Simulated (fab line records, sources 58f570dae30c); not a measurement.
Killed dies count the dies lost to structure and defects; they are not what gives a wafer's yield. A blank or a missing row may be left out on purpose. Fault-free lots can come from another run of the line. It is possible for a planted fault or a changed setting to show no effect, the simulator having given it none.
Which tool did it? | flow berkeleyCmos170 | route of 331 steps, sampled at 1 step: 15 lots, 45 wafers

## WHAT EACH GAUGE READ, for each wafer
UCB170_PWELL_THK_MEAS_03. Usual: PWELL_OXIDE_THK gives 26.4 nm (standard deviation 0.59).
lot  | measured    | on           | PWELL_OXIDE_THK (nm) | flag
L734 | day 3 04:46 | filmMetro-04 | 25.8 25.9 26.4       | 
L736 | day 3 18:53 | filmMetro-01 | 27.5 27.0 26.5       | 
L739 | day 4 11:40 | filmMetro-01 | 27.1 27.0 26.7       | 
L740 | day 4 20:29 | filmMetro-03 | 25.7 25.8 25.2       | 
L742 | day 4 20:31 | filmMetro-04 | 26.3 26.1 25.8       | 
L743 | day 5 11:56 | filmMetro-04 | 26.9 26.9 26.7       | 
L744 | day 5 11:56 | filmMetro-01 | 26.7 26.5 27.0       | 
L745 | day 5 20:14 | filmMetro-03 | 26.4 26.9 26.6       | 
L746 | day 5 20:14 | filmMetro-01 | 27.0 26.5 26.8       | 
L748 | day 6 03:07 | filmMetro-03 | 26.9 27.0 27.1       | 
L749 | day 6 10:29 | filmMetro-01 | 26.8 26.3 25.9       | 
L750 | day 6 16:10 | filmMetro-03 | 25.9 26.0 26.2       | 
L753 | day 7 08:53 | filmMetro-04 | 26.6 26.7 26.6       | 
L755 | day 7 17:29 | filmMetro-03 | 26.5 26.3 26.4       | 
L754 | day 7 17:30 | filmMetro-04 | 26.3 26.2 26.7       | 

## TOOL THAT RAN EACH LOT (tool first, then ch and the chambers of the sampled wafers, then the start)
Before these readings, the record contains no process step.

## WHAT THE TOOLS THEMSELVES READ (means of the sampled wafers that have a number; where no wafer has one, the mark that the record gives instead)
The record holds no such reading with a usual standard deviation.

## THE ANSWER, worked out from the rows above alone
Rule: take the mean of a lot's wafers that have a number; if it is more than 3 standard deviations from the usual mean, the lot is off. Also off: a lot with no number at a reading for which 4 or more lots have one. All remaining lots with rows at the step are treated as sound. First the gauges in route order, then the tools' own readings, where a lot's mean is used as printed above. At the first step where some lot is off, the reading lying furthest off is the one used; lots without a number count as furthest.
None of the lots is off at any reading shown; this tells nothing.

## WHAT THE SIMULATOR HAD INSERTED
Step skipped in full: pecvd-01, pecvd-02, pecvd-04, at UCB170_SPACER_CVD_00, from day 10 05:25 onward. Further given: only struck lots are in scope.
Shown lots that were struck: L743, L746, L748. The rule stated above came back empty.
